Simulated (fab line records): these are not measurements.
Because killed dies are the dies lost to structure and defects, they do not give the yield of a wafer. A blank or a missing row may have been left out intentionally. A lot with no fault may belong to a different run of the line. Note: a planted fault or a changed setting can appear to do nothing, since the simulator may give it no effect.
fab line records -- flow berkeley-cmos170 -- part 2 of 2: steps 29 to 40 of 40
record lots=5, wafers=15, last-day=11
route steps=331 shown ACTIVE@63 PFIELD@79 FIELD@89 SACOX@97 SCREENOX@100
lots with no fault: from the same line, run without faults
start-h: start of the lot's first displayed wafer, in hours after the record's first day -- wait-h: time in hours since the lot's previous step -- " repeats the value in the row above -- L1.1+2: several wafers, shown together as one row -- - either no value or no given start -- * or withheld: withheld -- < > ~ a bound
route shown NAME@n: a module of which the file shows steps, and the number in the route of the first -- usual: mean/standard deviation taken from wafers without a fault -- same: alike in all rows -- chamber/n: place in a boat -- sites: readings site by site -- _std_site: standard deviation of those values -- _edge_site: mean of outer sites minus mean of inner sites -- radius-mm: for every site, how far away it sits from the centre of the wafer -- mask NAME#n: copy n -- behind: the most recent tool/chamber to have shaped the wafer -- hold: cause of the lot's hold/its duration in hours/its outcome -- device: transistor that didn't switch, given as n, p or np -- end of line: at the end of the route, the tests of the same wafers -- where a step has no rows: the recipe by itself -- killed: dies lost to structure and defects at the first sort, not the wafer's yield -- map: shows each die of a wafer: x if killed, . if not, _ if none is there
set.NAME: the setting that was run; set.NAME@STEP: the one run at that earlier step -- model.NAME: the simulator's own value behind a step, which no gauge read
certain route steps with their lots: each step a table, each wafer a row
services: the hour from which a tool's chamber was out of use, counted from the record's first day as start-h (under 0 if before that day), plus the number of hours and why
## steps
# step UCB170_FIELD_THK_MEAS_02
# recipe reads=SiO2_of_FIELD_OXIDATION_01
# usual FIELD_OXIDE_THK=558/11
lot.wafer,tool,chamber,start-h,wait-h,FIELD_OXIDE_THK[nm]
L076.1,film-metro-02,-,118.01,0.1,568
L076.4,film-metro-02,-,118.01,0.1,557
L076.5,film-metro-02,-,118.01,0.1,557
L080.3,film-metro-03,-,124.45,0.0,562
L080.4,film-metro-03,-,124.45,0.0,565
L080.6,film-metro-03,-,124.45,0.0,559
L079.4,film-metro-04,-,124.46,0.0,560
L079.5,film-metro-04,-,124.46,0.0,552
L079.6,film-metro-04,-,124.46,0.0,558
L078.1,film-metro-02,-,130.27,0.0,540
L078.4,film-metro-02,-,130.27,0.0,540
L078.6,film-metro-02,-,130.27,0.0,537
L091.2,film-metro-03,-,187.68,0.0,567
L091.4,film-metro-03,-,187.68,0.0,551
L091.6,film-metro-03,-,187.68,0.0,555
# step UCB170_FIELD_ANNEAL_03
# recipe temp-c=1000, time-s=1200, ambient=N2
# usual spike-tc-source-C=1025.7/2.2
lot.wafer,tool,chamber,start-h,wait-h,spike-tc-source-C
L076.1,furnace-01,0,122.15,4.1,1027.0
L076.4,furnace-01,0,122.15,4.1,1026.4
L076.5,furnace-01,0,122.15,4.1,1026.0
L079.4,furnace-01,0,128.73,4.3,1029.1
L079.5,furnace-01,0,128.73,4.3,1025.7
L079.6,furnace-01,0,128.73,4.3,1027.2
L080.3,furnace-01,0,128.73,4.3,1027.0
L080.4,furnace-01,0,128.73,4.3,1026.5
L080.6,furnace-01,0,128.73,4.3,1027.4
L078.1,furnace-04,0,134.72,4.4,1024.3
L078.4,furnace-04,0,134.72,4.4,1026.2
L078.6,furnace-04,0,134.72,4.4,1025.6
L091.2,furnace-01,0,194.04,6.3,1025.2
L091.4,furnace-01,0,194.04,6.3,1028.2
L091.6,furnace-01,0,194.04,6.3,1025.8
# step UCB170_FIELD_WET_ETCH_04
# recipe chemistry=dHF, dilution=10:1, target=SiO2, temp-c=25, time-s=60
lot.wafer,tool,chamber,start-h,wait-h
L076.1+4+5,wet-bench-04,3,123.48,0.0
L079.4+5+6,wet-bench-04,2,130.06,0.0
L080.3+4+6,wet-bench-04,1,130.06,0.0
L078.1+4+6,wet-bench-01,3,136.05,0.0
L091.2+4+6,wet-bench-04,1,195.37,0.0
# step UCB170_FIELD_WET_ETCH_05
# recipe chemistry=H3PO4, target=Si3N4, temp-c=160, time-s=12600
# usual bath-guard-temp-C=160.1/0.43
lot.wafer,tool,chamber,start-h,wait-h,bath-guard-temp-C
L076.1,wet-bench-04,3,123.50,0.0,160.6
L076.4,wet-bench-04,3,123.50,0.0,160.4
L076.5,wet-bench-04,3,123.50,0.0,160.4
L079.4,wet-bench-04,3,130.09,0.0,160.3
L079.5,wet-bench-04,3,130.09,0.0,160.2
L079.6,wet-bench-04,3,130.09,0.0,160.4
L080.3,wet-bench-04,1,130.09,0.0,159.2
L080.4,wet-bench-04,1,130.09,0.0,159.8
L080.6,wet-bench-04,1,130.09,0.0,159.4
L078.1,wet-bench-04,0,136.08,0.0,159.8
L078.4,wet-bench-04,0,136.08,0.0,159.8
L078.6,wet-bench-04,0,136.08,0.0,159.7
L091.2,wet-bench-04,2,195.40,0.0,160.4
L091.4,wet-bench-04,2,195.40,0.0,160.6
L091.6,wet-bench-04,2,195.40,0.0,160.1
# step UCB170_FIELD_WET_ETCH_06
# recipe chemistry=BOE, dilution=5:1, target=SiO2, temp-c=25, time-s=22
lot.wafer,tool,chamber,start-h,wait-h
L076.1+4+5,wet-bench-03,2,127.01,0.0
L079.4+5+6,wet-bench-04,1,133.66,0.1
L080.3+4+6,wet-bench-04,1,133.66,0.1
L078.1+4+6,wet-bench-03,0,139.91,0.0
L091.2+4+6,wet-bench-03,0,198.90,0.0
# step UCB170_FIELD_THK_MEAS_90
# recipe reads=SiO2_of_FIELD_OXIDATION_01
# usual FIELD_OXIDE_LEFT_1_THK=442/11
lot.wafer,tool,chamber,start-h,wait-h,FIELD_OXIDE_LEFT_1_THK[nm]
L076.1,film-metro-03,-,127.09,0.1,451
L076.4,film-metro-03,-,127.09,0.1,440
L076.5,film-metro-03,-,127.09,0.1,440
L080.3,film-metro-04,-,133.69,0.0,445
L080.4,film-metro-04,-,133.69,0.0,449
L080.6,film-metro-04,-,133.69,0.0,442
L079.4,film-metro-03,-,133.70,0.0,443
L079.5,film-metro-03,-,133.70,0.0,436
L079.6,film-metro-03,-,133.70,0.0,440
L078.1,film-metro-02,-,139.92,0.0,423
L078.4,film-metro-02,-,139.92,0.0,423
L078.6,film-metro-02,-,139.92,0.0,419
L091.2,film-metro-02,-,198.93,0.0,451
L091.4,film-metro-02,-,198.93,0.0,434
L091.6,film-metro-02,-,198.93,0.0,438
# step UCB170_SACOX_CLEAN_00
# recipe chemistry=dHF, dilution=25:1, time-s=7.5
lot.wafer,tool,chamber,start-h,wait-h
L076.1+4+5,wet-bench-04,1,127.15,0.1
L079.4+5+6,wet-bench-04,1,133.73,0.0
L080.3+4+6,wet-bench-04,2,133.73,0.0
L078.1+4+6,wet-bench-04,2,140.08,0.2
L091.2+4+6,wet-bench-04,0,198.98,0.0
# step UCB170_SACOX_OXIDATION_01
# recipe temp-c=900, ambient=O2, target-thk-a=144, ox-time-s=2400
# usual spike-tc-source-C=923.6/2.9
lot.wafer,tool,chamber,start-h,wait-h,spike-tc-source-C
L076.1,furnace-02,0,131.77,4.6,917.6
L076.4,furnace-02,0,131.77,4.6,919.8
L076.5,furnace-02,0,131.77,4.6,920.7
L079.4,furnace-01,0,138.51,4.8,925.0
L079.5,furnace-01,0,138.51,4.8,926.4
L079.6,furnace-01,0,138.51,4.8,927.6
L080.3,furnace-01,0,138.51,4.8,926.6
L080.4,furnace-01,0,138.51,4.8,925.7
L080.6,furnace-01,0,138.51,4.8,925.2
L078.1,furnace-01,0,142.88,2.8,924.3
L078.4,furnace-01,0,142.88,2.8,926.1
L078.6,furnace-01,0,142.88,2.8,926.8
L091.2,furnace-01,0,202.14,3.1,925.8
L091.4,furnace-01,0,202.14,3.1,925.5
L091.6,furnace-01,0,202.14,3.1,926.3
# step UCB170_SACOX_THK_MEAS_02
# recipe reads=SiO2_of_SACOX_OXIDATION_01
# usual SACOX_OXIDE_THK=14.15/0.29
lot.wafer,tool,chamber,start-h,wait-h,SACOX_OXIDE_THK[nm]
L076.1,film-metro-02,-,133.48,0.0,13.96
L076.4,film-metro-02,-,133.48,0.0,13.94
L076.5,film-metro-02,-,133.48,0.0,14.07
L080.3,film-metro-01,-,140.20,0.0,14.57
L080.4,film-metro-01,-,140.20,0.0,14.53
L080.6,film-metro-01,-,140.20,0.0,14.53
L079.4,film-metro-02,-,140.21,0.0,13.85
L079.5,film-metro-02,-,140.21,0.0,14.20
L079.6,film-metro-02,-,140.21,0.0,14.16
L078.1,film-metro-01,-,144.55,0.0,13.96
L078.4,film-metro-01,-,144.55,0.0,13.87
L078.6,film-metro-01,-,144.55,0.0,13.97
L091.2,film-metro-04,-,203.81,0.0,13.97
L091.4,film-metro-04,-,203.81,0.0,13.68
L091.6,film-metro-04,-,203.81,0.0,14.10
# step UCB170_SCREENOX_WET_ETCH_00
# recipe chemistry=dHF, dilution=25:1, target=SiO2, temp-c=25, time-s=200
lot.wafer,tool,chamber,start-h,wait-h
L076.1+4+5,wet-bench-04,2,133.60,0.1
L079.4+5+6,wet-bench-04,2,140.24,0.0
L080.3+4+6,wet-bench-04,0,140.24,0.0
L078.1+4+6,wet-bench-04,1,144.61,0.1
L091.2+4+6,wet-bench-04,2,203.86,0.0
# step UCB170_SCREENOX_OXIDATION_01
# recipe temp-c=900, ambient=O2, target-thk-a=144, ox-time-s=2400
# usual spike-tc-source-C=921.1/2.8
lot.wafer,tool,chamber,start-h,wait-h,spike-tc-source-C
L076.1,furnace-02,0,138.18,4.5,919.1
L076.4,furnace-02,0,138.18,4.5,918.0
L076.5,furnace-02,0,138.18,4.5,920.5
L079.4,furnace-02,0,143.68,3.4,920.8
L079.5,furnace-02,0,143.68,3.4,918.1
L079.6,furnace-02,0,143.68,3.4,918.6
L080.3,furnace-02,0,143.68,3.4,919.4
L080.4,furnace-02,0,143.68,3.4,918.7
L080.6,furnace-02,0,143.68,3.4,919.7
L078.1,furnace-01,0,148.48,3.8,925.0
L078.4,furnace-01,0,148.48,3.8,925.5
L078.6,furnace-01,0,148.48,3.8,925.8
L091.2,furnace-02,0,208.95,5.0,917.9
L091.4,furnace-02,0,208.95,5.0,918.8
L091.6,furnace-02,0,208.95,5.0,917.2
# step UCB170_SCREENOX_THK_MEAS_02
# recipe reads=SiO2_of_SCREENOX_OXIDATION_01
# usual SCREENOX_OXIDE_THK=14.25/0.26
lot.wafer,tool,chamber,start-h,wait-h,SCREENOX_OXIDE_THK[nm]
L076.1,film-metro-03,-,139.85,0.0,13.89
L076.4,film-metro-03,-,139.85,0.0,14.24
L076.5,film-metro-03,-,139.85,0.0,13.78
L080.3,film-metro-01,-,145.37,0.0,14.14
L080.4,film-metro-01,-,145.37,0.0,13.81
L080.6,film-metro-01,-,145.37,0.0,13.96
L079.4,film-metro-04,-,145.38,0.0,14.07
L079.5,film-metro-04,-,145.38,0.0,13.81
L079.6,film-metro-04,-,145.38,0.0,13.81
L078.1,film-metro-04,-,150.15,0.0,14.07
L078.4,film-metro-04,-,150.15,0.0,13.92
L078.6,film-metro-04,-,150.15,0.0,13.95
L091.2,film-metro-01,-,210.68,0.1,14.57
L091.4,film-metro-01,-,210.68,0.1,14.39
L091.6,film-metro-01,-,210.68,0.1,14.61
## services
tool,chamber,start-h,hours,kind
implanter-02,-,77.29,4.2,repair
furnace-02,-,80.86,3.1,pm
krf-scanner-01,-,86.23,2.6,repair
krf-scanner-02,-,90.24,1.0,pm
rie-diel-02,0,108.26,10.0,repair
krf-scanner-01,-,110.38,0.8,pm
plasma-asher-03,-,114.89,1.6,repair
implanter-04,-,116.16,17.5,repair
krf-scanner-02,-,117.25,0.3,repair
krf-scanner-01,-,117.68,4.0,pm
krf-scanner-02,-,124.73,0.8,pm
plasma-asher-03,-,126.92,0.7,repair
krf-scanner-01,-,136.18,1.3,pm
rie-diel-02,1,136.39,3.4,repair
wet-bench-02,-,138.37,4.4,pm
krf-scanner-01,-,157.00,1.0,pm
implanter-04,-,159.64,4.0,repair
krf-scanner-02,-,163.36,2.2,repair
plasma-asher-03,-,164.46,28.1,pm
implanter-04,-,171.48,3.4,repair
implanter-02,-,171.73,14.9,pm
rie-diel-04,-,184.90,0.2,repair
krf-scanner-02,-,194.39,0.5,repair
krf-scanner-01,-,197.38,0.8,pm
